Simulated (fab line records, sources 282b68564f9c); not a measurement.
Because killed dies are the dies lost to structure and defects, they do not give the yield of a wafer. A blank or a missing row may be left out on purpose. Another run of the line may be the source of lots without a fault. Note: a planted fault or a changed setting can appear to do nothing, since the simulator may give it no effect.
One fault seen from 2 desks :: flow rit cmos :: numbers are kept per desk, each desk with only its own; the story behind them comes last

## THE METROLOGY DESK
Lot by lot, what the gauges showed, no matter which tool ran the lot: averages of those sampled wafers that carry a number. Any lot whose mean is over 4 standard deviations away from the usual mean is out of limits and marked OUT; that distance is given in the brackets.
Columns: A = PLDD_OVL at RIT_PLDD_OVL_MEAS_06, usual -0.4 nm; B = PLDD_TW at RIT_PLDD_TW_MEAS_10, usual 2350; C = SPACER_NITRIDE_THK at RIT_SPACER_THK_MEAS_04, usual 250.0 nm; D = NSD_OVL at RIT_NSD_OVL_MEAS_06, usual 0.2 nm
lot: L721
first seen here: day 2 21:41
A: 1.4
B: 2342
C: 251.7
D: 0.3

lot: L724
first seen here: day 3 14:29
A: -0.7
B: 2370
C: 252.0
D: 1.6

lot: L725
first seen here: day 3 20:56
A: 0.9
B: 2320
C: 249.7
D: 2.5

lot: L728
first seen here: day 4 11:11
A: -0.4
B: 2337
C: 249.6
D: 0.2

lot: L732
first seen here: day 5 04:07
A: -1.7
B: 2351
C: 251.0
D: -0.5

lot: L737
first seen here: day 6 05:34
A: 1.9
B: 2340
C: 246.1
D: 0.5
Finding of this desk: none of the 6 lots has anything out of limits.

## DESK OF THE TOOL OWNER: litho track-01
The tool's own readings at RIT_NSD_COAT_01 (resist thk 1000 nm): means of the sampled wafers that have a number, for each lot that ran on this tool. Any lot whose mean is over 4 standard deviations away from the usual mean is out of limits and marked OUT; that distance is given in the brackets.
Columns: A = spin speed rpm at RIT_NSD_COAT_01, usual 3249.5 rpm
lot: L724
first seen here: day 3 18:40
A: 3251.4

lot: L725
first seen here: day 4 00:08
A: 3304.2 (+30) OUT

lot: L728
first seen here: day 4 14:28
A: 3304.5 (+31) OUT
This desk finds L725, L728 out of limits, L725 being first, at day 4 00:08 (spin speed rpm at RIT_NSD_COAT_01). L724 stayed within limits.

## BROUGHT TOGETHER
The tool owner's desk could have raised an alarm at day 4 00:08, on L725, L728.
The metrology desk saw nothing out of limits.
The metrology desk has L725, L728 on record, within its limits.
On litho track-01, each named lot ran RIT_NSD_COAT_01.

## WHAT WAS PUT IN BY THE SIMULATOR
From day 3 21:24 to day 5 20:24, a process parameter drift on litho track-01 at RIT_NSD_COAT_01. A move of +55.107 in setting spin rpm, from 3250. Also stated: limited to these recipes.
Lots struck among those shown: L725, L728.
Each desk's first reading out of limits, in hours after the fault started: the tool owner's desk, 3.
